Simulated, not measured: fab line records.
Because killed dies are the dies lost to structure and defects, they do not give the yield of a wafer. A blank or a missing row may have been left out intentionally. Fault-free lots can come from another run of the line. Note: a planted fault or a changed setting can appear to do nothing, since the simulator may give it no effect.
Struck lot and sound lot, side by side || flow rit-cmos || 21 out of 202 route steps
Sound: wafers L492.2, L492.4, L492.6. Wafers struck: L496.3, L496.4, L496.6. The cause comes at the end.
For every step that has rows: the tool of each side, followed by ch and its chambers, followed by its first start. Under that, the readings that differ: sound wafers || struck wafers || difference of the means || sigmas: that difference in standard deviations of wafers without a fault.
alike: readings whose means differ by less than 2 such deviations, and words and numbers that are the same on both sides. not compared: withheld readings, readings that some wafer has no value for, bounds like >300 that may hide the same value, and numbers for which the record gives no deviation and whose values overlap.
The two part at a step that has a row with sigmas, a row that says differs or no value, or rows on one side only. Numbers that don't overlap but have no deviation are shown without sigmas and don't part them. A reading missing from all wafers of one side parts the sides only when that side holds two or more wafers.

first, 4 steps without rows for these wafers: RIT_NSD_SOFTBAKE_02 (time 60 s); RIT_NSD_EXPOSE_03 (exposes mask M9, target cd 40700 nm); RIT_NSD_PEB_04; RIT_NSD_DEVELOP_05 (develop time 50 s).
RIT_NSD_OVL_MEAS_06:
  sound on overlay-02 at day 3 10:07; struck on overlay-02 at day 4 07:19
  alike: NSD_OVL
then, 2 steps without rows for these wafers: RIT_NSD_HARDBAKE_07 (time 60 s); RIT_NSD_IMPLANT_08.
RIT_NSD_STRIP_09: strips in O2, time 180 s.
  sound on plasma-asher-01 ch 0,1, day 3 10:27; struck on plasma-asher-01 ch 0,1, day 4 07:41
  alike: drypump-motor-current-A
  not compared: rf-hours-counter-h
RIT_NSD_TW_MEAS_10:
  sound on film-metro-03 at day 3 10:38; struck on film-metro-03 at day 4 07:50
  alike: NSD_TW
then, 3 steps without rows for these wafers: RIT_PSD_HMDS_00 (prime time 60 s); RIT_PSD_COAT_01 (resist thk 1000 nm); RIT_PSD_SOFTBAKE_02 (time 60 s).
RIT_PSD_EXPOSE_03: exposes mask M10, target cd 40900 nm.
  sound on iline-stepper-01 ch 0, day 3 11:17; struck on iline-stepper-01 ch 0, day 4 08:22
{"reading": "mask", "sound": "M10#0 M10#0 M10#0", "struck": "M9#0 M9#0 M9#0", "difference": "differs", "sigmas": ""}
  alike: stage-vel-mm-s
then, 2 steps without rows for these wafers: RIT_PSD_PEB_04; RIT_PSD_DEVELOP_05 (develop time 50 s).
RIT_PSD_OVL_MEAS_06:
  sound on overlay-01 at day 3 11:40; struck on overlay-02 at day 4 08:44
{"reading": "PSD_OVL (nm)", "sound": "1.7 0.7 2.2", "struck": "- - -", "difference": "no value on the struck wafers", "sigmas": ""}
then, 2 steps without rows for these wafers: RIT_PSD_HARDBAKE_07 (time 60 s); RIT_PSD_IMPLANT_08.
RIT_PSD_STRIP_09: strips in O2, time 180 s.
  sound on plasma-asher-01 ch 0,1, day 3 12:00; struck on plasma-asher-01 ch 0,1, day 4 09:07
  alike: drypump-motor-current-A
  not compared: rf-hours-counter-h
RIT_PSD_TW_MEAS_10:
  sound on film-metro-01 at day 3 12:11; struck on film-metro-01 at day 4 09:15
{"reading": "PSD_TW", "sound": "3425 3419 3406", "struck": "30 30 30", "difference": -3387, "sigmas": "-99 or more"}
then, 1 step without rows for these wafers: RIT_SDANNEAL_CLEAN_00 (cleans in SC1, time 600 s).

== WHERE THEY PART ==
At RIT_PSD_EXPOSE_03 first; at RIT_PSD_TW_MEAS_10 last (within this record only).

WHY: what had been put in by the simulator
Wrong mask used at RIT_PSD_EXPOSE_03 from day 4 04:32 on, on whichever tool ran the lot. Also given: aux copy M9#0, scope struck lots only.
